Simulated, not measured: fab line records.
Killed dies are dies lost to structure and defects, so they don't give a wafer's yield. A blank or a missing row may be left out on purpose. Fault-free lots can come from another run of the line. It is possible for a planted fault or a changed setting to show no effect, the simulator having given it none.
Comparing a struck lot with a sound one | flow ritCmos | 43 steps out of a route of 202
Sound: the wafers L185.2, L185.4, L185.6. Struck: wafers L190.2, L190.4, L190.5. The cause comes at the end.
At each step with rows: each side's tool, then ch and its chambers, then its first start. Under that, the readings that differ: sound wafers | struck wafers | difference of the means | sigmas: that difference in standard deviations of wafers without a fault.
alike: same words and numbers on both sides, and readings whose means sit less than 2 such deviations apart. not compared: any withheld reading, any reading some wafer has no value for, any bound like >300 that may hide the same value, and any number with overlapping values for which the record gives no deviation.
Wherever a step has rows on one side only, a row that says differs or no value, or a row with sigmas, the two part there. Non-overlapping numbers with no deviation appear without sigmas and do not part them. A reading that every wafer of one side lacks parts them only if that side has two wafers or more.

first, 1 step without rows for these wafers: RIT_SPACER_CVD_03 (deposits Si3N4 from SiH2Cl2/NH3, target thk 250 nm, time 3300 s).
RIT_SPACER_THK_MEAS_04:
  sound on filmMetro-01, day 3 08:28; struck on filmMetro-02, day 4 15:24
  alike: SPACER_NITRIDE_THK
RIT_SPACER_ETCHBACK_05: etches Si3N4 in SF6/CHF3, stops on SiO2, target depth 250 nm, time 240 s.
  sound on rieDiel-01 ch 0,1, day 3 08:31; struck on rieDiel-04 ch 1,2, day 4 15:27
reading              | sound             | struck            | difference | sigmas
SF6_flow_sccm (sccm) | 30.00 30.01 30.04 | 29.92 29.89 29.72 | -0.17      | -2
throttleValvePct (%) | 10.55 10.27 10.54 | 10.11 10.24 10.24 | -0.26      | -2
  alike: CHF3_flow_sccm, drypumpMotorCurrentA, oesProductAu
  not compared: rfHoursCounterH
then, 6 steps without rows for these wafers: RIT_NSD_HMDS_00 (prime time 60 s); RIT_NSD_COAT_01 (resist thk 1000 nm); RIT_NSD_SOFTBAKE_02 (time 60 s); RIT_NSD_EXPOSE_03 (exposes mask M9, target cd 40700 nm); RIT_NSD_PEB_04; RIT_NSD_DEVELOP_05 (develop time 50 s).
RIT_NSD_OVL_MEAS_06:
  sound on overlay-01, day 3 09:31; struck on overlay-02, day 4 16:35
  alike: NSD_OVL
then, 2 steps without rows for these wafers: RIT_NSD_HARDBAKE_07 (time 60 s); RIT_NSD_IMPLANT_08.
RIT_NSD_STRIP_09: strips in O2, time 180 s.
  sound on plasmaAsher-02 ch 0,1, day 3 09:51; struck on plasmaAsher-04 ch 1, day 4 16:55
reading                  | sound          | struck         | difference | sigmas
drypumpMotorCurrentA (A) | 5.88 5.69 5.68 | 6.18 6.21 6.19 | +0.44      | +2
  not compared: rfHoursCounterH
RIT_NSD_TW_MEAS_10:
  sound on filmMetro-04, day 3 10:02; struck on filmMetro-03, day 4 17:06
  alike: NSD_TW
then, 6 steps without rows for these wafers: RIT_PSD_HMDS_00 (prime time 60 s); RIT_PSD_COAT_01 (resist thk 1000 nm); RIT_PSD_SOFTBAKE_02 (time 60 s); RIT_PSD_EXPOSE_03 (exposes mask M10, target cd 40900 nm); RIT_PSD_PEB_04; RIT_PSD_DEVELOP_05 (develop time 50 s).
RIT_PSD_OVL_MEAS_06:
  sound on overlay-02, day 3 10:56; struck on overlay-02, day 4 18:01
  alike: PSD_OVL
then, 3 steps without rows for these wafers: RIT_PSD_HARDBAKE_07 (time 60 s); RIT_PSD_IMPLANT_08; RIT_PSD_STRIP_09 (strips in O2, time 180 s).
RIT_PSD_TW_MEAS_10:
  sound on filmMetro-03, day 3 11:27; struck on filmMetro-03, day 4 18:31
  alike: PSD_TW
then, 4 steps without rows for these wafers: RIT_SDANNEAL_CLEAN_00 (cleans in SC1, time 600 s); RIT_SDANNEAL_CLEAN_01 (cleans in dHF, time 30 s); RIT_SDANNEAL_CLEAN_02 (cleans in SC2, time 600 s); RIT_SDANNEAL_RTA_03 (time 5 s).
RIT_SDANNEAL_RS_MEAS_04: uses a four-point probe to measure.
  sound on filmMetro-03, day 3 12:03; struck on filmMetro-03, day 4 19:01
  alike: PSD_RS
RIT_SDANNEAL_RS_MEAS_05: uses a four-point probe to measure.
  sound on filmMetro-03, day 3 12:10; struck on filmMetro-03, day 4 19:08
  alike: NSD_RS
RIT_SDANNEAL_RS_MEAS_06: uses a four-point probe to measure.
  sound on filmMetro-03, day 3 12:17; struck on filmMetro-03, day 4 19:16
  alike: PLDD_RS
RIT_SDANNEAL_RS_MEAS_07: uses a four-point probe to measure.
  sound on filmMetro-03, day 3 12:25; struck on filmMetro-03, day 4 19:23
  alike: NLDD_RS
then, 1 step without rows for these wafers: RIT_SILICIDE_WET_ETCH_00 (etches SiO2 in BOE, target depth 14 nm, time 15 s).
RIT_SILICIDE_SPUTTER_01: material Ti, target thk 30 nm, time 240 s.
  sound on pvdSputter-03, day 3 12:32; struck on pvdSputter-04, day 4 19:29
  alike: throttleValvePct
RIT_SILICIDE_RS_MEAS_02: uses a four-point probe to measure.
  sound on filmMetro-02, day 3 12:42; struck on filmMetro-01, day 4 19:40
  alike: SILICIDE_TI_RS
RIT_SILICIDE_THK_MEAS_03: measures by xrf.
  sound on filmMetro-02, day 3 12:49; struck on filmMetro-01, day 4 19:46
  alike: SILICIDE_TI_THK
RIT_SILICIDE_RTA_04: time 10 s, ramp up 5 s, ramp down 5 s.
  sound on rtpAnneal-01 ch 0, day 3 12:52; struck on rtpAnneal-02 ch 0, day 4 19:50
  alike: wafer_temp_C_max
then, 1 step without rows for these wafers: RIT_SILICIDE_WET_ETCH_05 (etches Ti in SPM, time 120 s).
RIT_SILICIDE_RTA_06: time 10 s, ramp up 5 s, ramp down 10 s.
  sound on rtpAnneal-02 ch 0, day 3 12:59; struck on rtpAnneal-01 ch 0, day 4 19:56
  alike: wafer_temp_C_max
RIT_CONTACT_CVD_00: deposits SiO2 from TEOS, target thk 400 nm, time 61 s.
  sound on pecvd-04 ch 1,2, day 3 13:06; struck on pecvd-03 ch 0,1, day 4 19:59
  alike: heaterPowerW
RIT_CONTACT_THK_MEAS_01:
  sound on filmMetro-03, day 3 13:10; struck on filmMetro-04, day 4 20:04
  alike: CONTACT_TEOS_THK
RIT_M1_PROBE_99:
  record: rows for the struck wafers here (prober-01, day 5 02:28), none for the sound ones

== WHERE THEY PART ==
Earliest at RIT_SPACER_ETCHBACK_05; latest, in this record, at RIT_M1_PROBE_99.

WHY: whatever the simulator had introduced
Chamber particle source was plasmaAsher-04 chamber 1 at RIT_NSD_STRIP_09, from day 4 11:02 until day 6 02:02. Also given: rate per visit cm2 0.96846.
